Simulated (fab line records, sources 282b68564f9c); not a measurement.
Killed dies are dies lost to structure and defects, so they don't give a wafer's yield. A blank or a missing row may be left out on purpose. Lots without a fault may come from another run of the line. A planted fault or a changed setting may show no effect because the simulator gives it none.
fab line records | flow rit_cmos
record lots=5 wafers=23
route steps=202 shown SILICIDE@162 CONTACT@171 M1@188
start_h: hours from the record's first day to the start of the lot's first wafer shown | wait_h: hours since the lot's step before | " the same as in the row above | L1.1+2: a row that stands for several wafers | - no value, or no start given | * or withheld: withheld | < > ~ a bound
route shown NAME@n: a module of which the file shows steps, and the number in the route of the first | usual: mean/standard deviation of fault-free wafers | same: alike in all rows | chamber/n: place in a boat | sites: the reading at each site | _std_site: their standard deviation | _edge_site: outer sites' mean less inner sites' | radius_mm: how far each site lies from the wafer's centre | mask NAME#n: copy n | behind: the tool/chamber that last shaped the wafer | hold: why the lot was held/for how many hours/how that ended | device: the transistor (n, p or np) that didn't switch | end of line: the same wafers' tests at the end of the route | a step without rows: its recipe alone | killed: dies lost to structure and defects at the first sort, not the wafer's yield | map: a wafer's dies, x killed, . not, _ none there
set.NAME: the setting as run; set.NAME@STEP: as run at that earlier step | model.NAME: the simulator's own value behind a step, which no gauge read
lots whose settings were changed on purpose; a table a step, a row a wafer
## steps
# step RIT_SILICIDE_SPUTTER_01
# recipe material=Ti target_thk_nm=30 power_w=350 chamber_pressure_pa=0.667 gas=Ar time_s=240 substrate_temp_c=25
# columns lot.wafer tool chamber start_h wait_h set.power_w model.Ti_of_SILICIDE_SPUTTER_01.thk_nm
L075.2 pvd_sputter-02 - 55.70 0.0 350 30.11
L075.3 " - " " 350 30.13
L075.5 " - " " 350 29.88
L077.1 pvd_sputter-02 - 65.34 0.0 350 29.82
L077.2 " - " " 350 30.22
L077.3 " - " " 374.8 32.34
L077.4 " - " " 350 30.47
L077.6 " - " " 374.8 32.1
L080.1 pvd_sputter-03 - 79.45 0.0 366.8 31.39
L080.2 " - " " 366.8 30.87
L080.3 " - " " 350 29.9
L080.4 " - " " 350 29.61
L080.5 " - " " 366.8 31.2
L083.1 pvd_sputter-02 - 95.59 0.0 350 29.21
L083.2 " - " " 350 29.36
L083.4 " - " " 350 29.4
L083.5 " - " " 350 29.43
L083.6 " - " " 350 29.86
L084.1 pvd_sputter-03 - 99.41 0.0 391.7 33.61
L084.2 " - " " 391.7 32.96
L084.4 " - " " 350 29.99
L084.5 " - " " 350 29.6
L084.6 " - " " 391.7 33.67
# step RIT_SILICIDE_RS_MEAS_02
# recipe thk_meas_gauge=four-point-probe reads=Ti_of_SILICIDE_SPUTTER_01
# usual SILICIDE_TI_RS=48.3/0.63
# columns lot.wafer tool chamber start_h wait_h set.power_w@SILICIDE_SPUTTER_01 SILICIDE_TI_RS[ohm/sq]
L075.2 film_metro-03 - 55.87 0.1 350 47.7
L075.3 " - " " 350 47.7
L075.5 " - " " 350 48.2
L077.1 film_metro-03 - 65.49 0.1 350 48.3
L077.2 " - " " 350 47.5
L077.3 " - " " 374.8 43.7
L077.4 " - " " 350 47.0
L077.6 " - " " 374.8 44.2
L080.1 film_metro-01 - 79.60 0.1 366.8 45.3
L080.2 " - " " 366.8 46.3
L080.3 " - " " 350 48.1
L080.4 " - " " 350 48.8
L080.5 " - " " 366.8 45.5
L083.1 film_metro-03 - 95.74 0.1 350 49.5
L083.2 " - " " 350 49.3
L083.4 " - " " 350 49.2
L083.5 " - " " 350 49.1
L083.6 " - " " 350 48.3
L084.1 film_metro-01 - 99.56 0.1 391.7 41.6
L084.2 " - " " 391.7 42.6
L084.4 " - " " 350 48.0
L084.5 " - " " 350 48.7
L084.6 " - " " 391.7 41.5
# step RIT_SILICIDE_THK_MEAS_03
# recipe thk_meas_gauge=xrf reads=Ti_of_SILICIDE_SPUTTER_01
# usual SILICIDE_TI_THK=30.2/0.34
# columns lot.wafer tool chamber start_h wait_h set.power_w@SILICIDE_SPUTTER_01 SILICIDE_TI_THK[nm]
L075.2 film_metro-03 - 55.98 0.1 350 30.5
L075.3 " - " " 350 30.5
L075.5 " - " " 350 30.3
L077.1 film_metro-03 - 65.61 0.1 350 30.3
L077.2 " - " " 350 30.6
L077.3 " - " " 374.8 32.9
L077.4 " - " " 350 30.8
L077.6 " - " " 374.8 32.6
L080.1 film_metro-01 - 79.72 0.1 366.8 31.6
L080.2 " - " " 366.8 31.3
L080.3 " - " " 350 30.3
L080.4 " - " " 350 29.8
L080.5 " - " " 366.8 31.5
L083.1 film_metro-03 - 95.86 0.1 350 29.5
L083.2 " - " " 350 29.8
L083.4 " - " " 350 29.7
L083.5 " - " " 350 29.7
L083.6 " - " " 350 30.3
L084.1 film_metro-01 - 99.68 0.1 391.7 34.1
L084.2 " - " " 391.7 33.4
L084.4 " - " " 350 30.6
L084.5 " - " " 350 30.0
L084.6 " - " " 391.7 34.1
# step RIT_CONTACT_COAT_03
# recipe resist=NOVOLAK spin_rpm=3250 resist_thk_nm=1000
# columns lot.wafer tool chamber start_h wait_h set.spin_rpm model.NOVOLAK_of_CONTACT_COAT_03.thk_nm
L075.2+5 litho_track-03 0 56.50 0.1 3250 995.7
L075.3 " 0 " " 3250 998.1
L077.1 litho_track-02 0 66.11 0.1 3485 967.5
L077.2 " 0 " " 3250 1004
L077.3 " 0 " " 3250 1003
L077.4 " 0 " " 3485 970.5
L077.6 " 0 " " 3485 967.2
L080.1 litho_track-04 0 80.22 0.1 3062 1028
L080.2 " 0 " " 3062 1029
L080.3 " 0 " " 3250 996
L080.4 " 0 " " 3250 995.5
L080.5 " 0 " " 3250 993.3
L083.1 litho_track-03 0 96.36 0.1 3250 999.9
L083.2+4 " 0 " " 3250 1002
L083.5 " 0 " " 3250 999.2
L083.6 " 0 " " 3250 999.8
L084.1 litho_track-03 0 100.20 0.1 3466 966.8
L084.2 " 0 " " 3466 966.2
L084.4 " 0 " " 3250 1001
L084.5+6 " 0 " " 3250 1000
# step RIT_CONTACT_SOFTBAKE_04
# recipe resist=NOVOLAK temp_c=90 time_s=60
# step RIT_CONTACT_EXPOSE_05
# recipe mask_id=M11 na=0.6 source_shape=conventional sigma_outer=0.5 target_cd_nm=1000 dose_mj=250
# step RIT_CONTACT_HARDBAKE_10
# recipe resist=NOVOLAK temp_c=140 time_s=60
# columns lot.wafer tool chamber start_h wait_h set.spin_rpm@CONTACT_COAT_03 model.NOVOLAK_of_CONTACT_COAT_03.thk_nm
L075.2 litho_track-03 0 57.60 0.0 3250 879.6
L075.3 " 0 " " 3250 881.7
L075.5 " 0 " " 3250 879.5
L077.1 litho_track-02 0 67.21 0.0 3485 854.9
L077.2 " 0 " " 3250 886.6
L077.3 " 0 " " 3250 886.1
L077.4 " 0 " " 3485 857.5
L077.6 " 0 " " 3485 854.6
L080.1 litho_track-02 0 81.32 0.0 3062 907.8
L080.2 " 0 " " 3062 908.6
L080.3 " 0 " " 3250 879.8
L080.4 " 0 " " 3250 879.4
L080.5 " 0 " " 3250 877.4
L083.1 litho_track-04 0 97.48 0.0 3250 883.3
L083.2 " 0 " " 3250 885.4
L083.4 " 0 " " 3250 885.2
L083.5 " 0 " " 3250 882.7
L083.6 " 0 " " 3250 883.1
L084.1 litho_track-04 0 101.18 0.0 3466 854.3
L084.2 " 0 " " 3466 853.8
L084.4 " 0 " " 3250 884.4
L084.5 " 0 " " 3250 883.4
L084.6 " 0 " " 3250 883.7
# step RIT_CONTACT_ETCH_11
# recipe target_depth_a=4800 over_etch_frac=0.2 stop_on=TiSi2 chemistry=CHF3/CF4/Ar target=SiO2 CHF3_flow_sccm=50 cf4_flow_sccm=10 Ar_flow_sccm=100 O2_flow_sccm=5 pressure_mtorr=100 rf_w=200 time_s=320
# columns lot.wafer tool chamber start_h wait_h set.spin_rpm@CONTACT_COAT_03 model.NOVOLAK_of_CONTACT_COAT_03.thk_nm
L075.2 rie_diel-04 3 57.73 0.1 3250 762.6
L075.3 " 1 " " 3250 767.5
L075.5 " 1 " " 3250 764.2
L077.1 rie_diel-02 1 67.36 0.1 3485 735.1
L077.2+3 " 0,2 " " 3250 770.7
L077.4 " 3 " " 3485 743
L077.6 " 2 " " 3485 740.9
L080.1 rie_diel-02 1 81.47 0.1 3062 786.3
L080.2 " 0 " " 3062 792.1
L080.3 " 3 " " 3250 763.2
L080.4 " 2 " " 3250 763.9
L080.5 " 0 " " 3250 761
L083.1 rie_diel-02 0 97.63 0.1 3250 767.9
L083.2 " 3 " " 3250 769.5
L083.4 " 2 " " 3250 769.3
L083.5 " 2 " " 3250 766.2
L083.6 " 1 " " 3250 762.9
L084.1 rie_diel-01 3 101.33 0.1 3466 740.3
L084.2 " 1 " " 3466 744.3
L084.4 " 0 " " 3250 767.8
L084.5 " 2 " " 3250 768.5
L084.6 " 1 " " 3250 774.3
# step RIT_M1_COAT_04
# recipe resist=NOVOLAK spin_rpm=2000 resist_thk_nm=1300
# columns lot.wafer tool chamber start_h wait_h set.resist_thk_nm model.NOVOLAK_of_M1_COAT_04.thk_nm
L075.2 litho_track-04 0 59.22 0.1 1300 1300
L075.3 " 0 " " 1300 1301
L075.5 " 0 " " 1300 1297
L077.1 litho_track-02 0 68.82 0.1 1264 1261
L077.2 " 0 " " 1264 1258
L077.3 " 0 " " 1300 1294
L077.4 " 0 " " 1300 1295
L077.6 " 0 " " 1264 1262
L080.1 litho_track-01 0 82.98 0.1 1300 1301
L080.2 " 0 " " 1231 1231
L080.3 " 0 " " 1300 1300
L080.4 " 0 " " 1231 1233
L080.5 " 0 " " 1300 1299
L083.1 litho_track-02 0 99.10 0.1 1243 1247
L083.2 " 0 " " 1243 1244
L083.4 " 0 " " 1300 1301
L083.5+6 " 0 " " 1300 1305
L084.1+4 litho_track-02 0 103.00 0.1 1300 1303
L084.2 " 0 " " 1330 1330
L084.5 " 0 " " 1330 1328
L084.6 " 0 " " 1330 1331
# step RIT_M1_SOFTBAKE_05
# recipe resist=NOVOLAK temp_c=90 time_s=60
# step RIT_M1_EXPOSE_06
# recipe mask_id=M12 na=0.6 source_shape=conventional sigma_outer=0.5 target_cd_nm=2600 dose_mj=250
# step RIT_M1_HARDBAKE_11
# recipe resist=NOVOLAK temp_c=140 time_s=120
# columns lot.wafer tool chamber start_h wait_h set.resist_thk_nm@M1_COAT_04 model.NOVOLAK_of_M1_COAT_04.thk_nm
L075.2 litho_track-04 0 60.12 0.1 1300 1137
L075.3 " 0 " " 1300 1138
L075.5 " 0 " " 1300 1135
L077.1 litho_track-01 0 69.83 0.0 1264 1103
L077.2 " 0 " " 1264 1101
L077.3 " 0 " " 1300 1131
L077.4 " 0 " " 1300 1133
L077.6 " 0 " " 1264 1104
L080.1 litho_track-01 0 84.00 0.0 1300 1138
L080.2 " 0 " " 1231 1078
L080.3 " 0 " " 1300 1137
L080.4 " 0 " " 1231 1079
L080.5 " 0 " " 1300 1136
L083.1 litho_track-02 0 100.11 0.0 1243 1092
L083.2 " 0 " " 1243 1089
L083.4 " 0 " " 1300 1138
L083.5+6 " 0 " " 1300 1141
L084.1+4 litho_track-02 0 103.89 0.0 1300 1139
L084.2 " 0 " " 1330 1163
L084.5 " 0 " " 1330 1161
L084.6 " 0 " " 1330 1164
# step RIT_M1_METAL_ETCH_12
# recipe stop_on=SiO2 chemistry=Cl2/BCl3 target=Al time_s=165 over_etch_frac=0.5 pressure_mtorr=100 target_depth_a=6000 rf_w=250 Cl2_flow_sccm=60 bcl3_flow_sccm=50
# columns lot.wafer tool chamber start_h wait_h set.rf_w set.resist_thk_nm@M1_COAT_04 model.NOVOLAK_of_M1_COAT_04.thk_nm
L075.2 rie_metal-01 0 60.33 0.2 250 1300 806.2
L075.3 " 0 " " 250 1300 807.3
L075.5 " 1 " " 250 1300 816.1
L077.1 rie_metal-04 0 70.08 0.2 233.4 1264 782.3
L077.2 " 1 " " 250 1264 759.9
L077.3 " 1 " " 233.4 1300 811.6
L077.4 " 0 " " 250 1300 788.4
L077.6 " 1 " " 233.4 1264 787.8
L080.1 rie_metal-04 1 84.25 0.2 250 1300 795
L080.2 " 0 " " 250 1231 733.5
L080.3 " 0 " " 250 1300 792
L080.4 " 1 " " 250 1231 736
L080.5 " 1 " " 250 1300 794.7
L083.1 rie_metal-04 1 100.36 0.2 250 1243 746.4
L083.2 " 0 " " 232.2 1243 771.5
L083.4 " 0 " " 250 1300 797.5
L083.5 " 1 " " 232.2 1300 821.4
L083.6 " 0 " " 232.2 1300 822.5
L084.1 rie_metal-01 1 104.14 0.2 250 1300 812.2
L084.2 " 0 " " 272.9 1330 797.3
L084.4 " 1 " " 272.9 1300 784
L084.5 " 1 " " 250 1330 836.1
L084.6 " 0 " " 250 1330 827.9
## key
split step=RIT_SILICIDE_SPUTTER_01 setting=power_w stated=350 by=wafer
response step=RIT_SILICIDE_SPUTTER_01 reading=model.Ti_of_SILICIDE_SPUTTER_01.thk_nm change=+0.299 per=1% r=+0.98
response step=RIT_SILICIDE_RS_MEAS_02 reading=SILICIDE_TI_RS change=-0.537 per=1% r=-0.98
response step=RIT_SILICIDE_THK_MEAS_03 reading=SILICIDE_TI_THK change=+0.302 per=1% r=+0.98
split step=RIT_CONTACT_COAT_03 setting=spin_rpm stated=3250 by=wafer
response step=RIT_CONTACT_COAT_03 reading=model.NOVOLAK_of_CONTACT_COAT_03.thk_nm change=-5.19 per=1% r=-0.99
response step=RIT_CONTACT_HARDBAKE_10 reading=model.NOVOLAK_of_CONTACT_COAT_03.thk_nm change=-4.54 per=1% r=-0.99
response step=RIT_CONTACT_ETCH_11 reading=model.NOVOLAK_of_CONTACT_COAT_03.thk_nm change=-4.34 per=1% r=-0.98
split step=RIT_M1_COAT_04 setting=resist_thk_nm stated=1300 by=wafer
response step=RIT_M1_COAT_04 reading=model.NOVOLAK_of_M1_COAT_04.thk_nm change=+12.8 per=1% r=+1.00
response step=RIT_M1_HARDBAKE_11 reading=model.NOVOLAK_of_M1_COAT_04.thk_nm change=+11 per=1% r=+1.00
response step=RIT_M1_METAL_ETCH_12 reading=model.NOVOLAK_of_M1_COAT_04.thk_nm slope=+10.8 per=1% together_with=rf_w@M1_METAL_ETCH_12 explained=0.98
split step=RIT_M1_METAL_ETCH_12 setting=rf_w stated=250 by=wafer
response step=RIT_M1_METAL_ETCH_12 reading=model.NOVOLAK_of_M1_COAT_04.thk_nm slope=-3.5 per=1% together_with=resist_thk_nm@M1_COAT_04 explained=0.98
